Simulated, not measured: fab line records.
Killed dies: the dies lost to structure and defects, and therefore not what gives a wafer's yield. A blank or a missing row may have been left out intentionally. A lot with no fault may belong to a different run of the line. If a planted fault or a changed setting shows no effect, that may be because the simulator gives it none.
Which tool was responsible? :: flow berkeley cmos170 :: 13 lots with 39 wafers sampled at 2 steps, on a route of 331 steps

== WHAT THE GAUGES SHOWED, per wafer ==
UCB170_FIELD_THK_MEAS_91. Usual: for FIELD_OXIDE_LEFT_2_THK the level is 356 nm and the standard deviation is 10.
lot: L931
measured: day 6 21:11
on: film metro-03
FIELD_OXIDE_LEFT_2_THK (nm): 349 349 344
flag: 

lot: L934
measured: day 7 12:59
on: film metro-02
FIELD_OXIDE_LEFT_2_THK (nm): 348 344 353
flag: 

lot: L936
measured: day 7 23:54
on: film metro-03
FIELD_OXIDE_LEFT_2_THK (nm): 365 344 359
flag: 

lot: L937
measured: day 8 15:24
on: film metro-02
FIELD_OXIDE_LEFT_2_THK (nm): 369 368 370
flag: 

lot: L940
measured: day 8 21:46
on: film metro-02
FIELD_OXIDE_LEFT_2_THK (nm): 339 344 341
flag: 

lot: L939
measured: day 8 22:05
on: film metro-01
FIELD_OXIDE_LEFT_2_THK (nm): 337 337 347
flag: 

lot: L941
measured: day 9 08:42
on: film metro-01
FIELD_OXIDE_LEFT_2_THK (nm): 372 363 371
flag: 

lot: L942
measured: day 9 08:56
on: film metro-03
FIELD_OXIDE_LEFT_2_THK (nm): 363 360 370
flag: 

lot: L943
measured: day 9 15:59
on: film metro-03
FIELD_OXIDE_LEFT_2_THK (nm): 359 362 351
flag: 

lot: L944
measured: day 9 18:14
on: film metro-02
FIELD_OXIDE_LEFT_2_THK (nm): 351 361 360
flag: 

lot: L945
measured: day 10 00:59
on: film metro-02
FIELD_OXIDE_LEFT_2_THK (nm): 363 353 360
flag: 

lot: L951
measured: day 11 04:40
on: film metro-03
FIELD_OXIDE_LEFT_2_THK (nm): 352 367 355
flag: 

lot: L952
measured: day 11 04:56
on: film metro-01
FIELD_OXIDE_LEFT_2_THK (nm): 369 366 358
flag: 

UCB170_CONTACT_CD_MEAS_15: the cd target is 700 nm. Usual: 699.8 nm for cd nm, sd 1.3.
lot: L931
measured: day 8 16:48
on: cd sem-02
cd nm (nm): 697.5 699.3 698.7
flag: 

lot: L934
measured: day 8 23:12
on: cd sem-02
cd nm (nm): 699.2 699.5 700.2
flag: 

lot: L936
measured: day 9 18:19
on: cd sem-02
cd nm (nm): 701.4 701.1 699.8
flag: 

lot: L937
measured: day 10 06:44
on: cd sem-01
cd nm (nm): 697.0 695.9 697.4
flag: 

lot: L940
measured: day 10 16:31
on: cd sem-02
cd nm (nm): 699.3 698.6 699.5
flag: 

lot: L939
measured: day 10 16:46
on: cd sem-01
cd nm (nm): 701.7 699.8 699.7
flag: 

lot: L941
measured: day 10 22:50
on: cd sem-02
cd nm (nm): 700.2 700.7 699.5
flag: 

lot: L942
measured: day 10 22:41
on: cd sem-02
cd nm (nm): 701.2 700.6 700.3
flag: 

lot: L943
measured: day 11 06:59
on: cd sem-02
cd nm (nm): 700.6 700.8 700.0
flag: 

lot: L944
measured: day 11 06:39
on: cd sem-02
cd nm (nm): 700.3 701.0 700.8
flag: 

lot: L945
measured: day 11 15:25
on: cd sem-02
cd nm (nm): 698.3 699.5 698.9
flag: 

lot: L951
measured: day 12 19:56
on: cd sem-02
cd nm (nm): 699.2 698.3 698.1
flag: 

lot: L952
measured: day 12 15:55
on: cd sem-02
cd nm (nm): 701.2 701.1 700.8
flag: 

== TOOL THAT RAN EACH LOT (tool first, then ch and the chambers of the sampled wafers, then the start) ==
No process step before these readings appears in the record.

== AS READ BY THE TOOLS THEMSELVES (means over the sampled wafers that have a number; for cases with no such wafer, the mark the record gives instead) ==
The record holds no such reading with a usual standard deviation.

== THE ANSWER, worked out from the rows above alone ==
Rule: lot off if the mean of its wafers having a number is beyond 3 standard deviations from the usual mean. A lot without any number at a reading at which 4 lots or more have one is off too. Where the step has rows for the other lots, those lots are counted as sound. The gauges are gone through in route order, then the tools' own readings, and for those a lot's mean is taken as printed above. The first step at which some lot is off is used, and at that step the reading that is off furthest; a lot without a number counts as furthest.
None of the lots is off at any reading shown; this tells nothing.

== WHAT THE SIMULATOR HAD PUT IN ==
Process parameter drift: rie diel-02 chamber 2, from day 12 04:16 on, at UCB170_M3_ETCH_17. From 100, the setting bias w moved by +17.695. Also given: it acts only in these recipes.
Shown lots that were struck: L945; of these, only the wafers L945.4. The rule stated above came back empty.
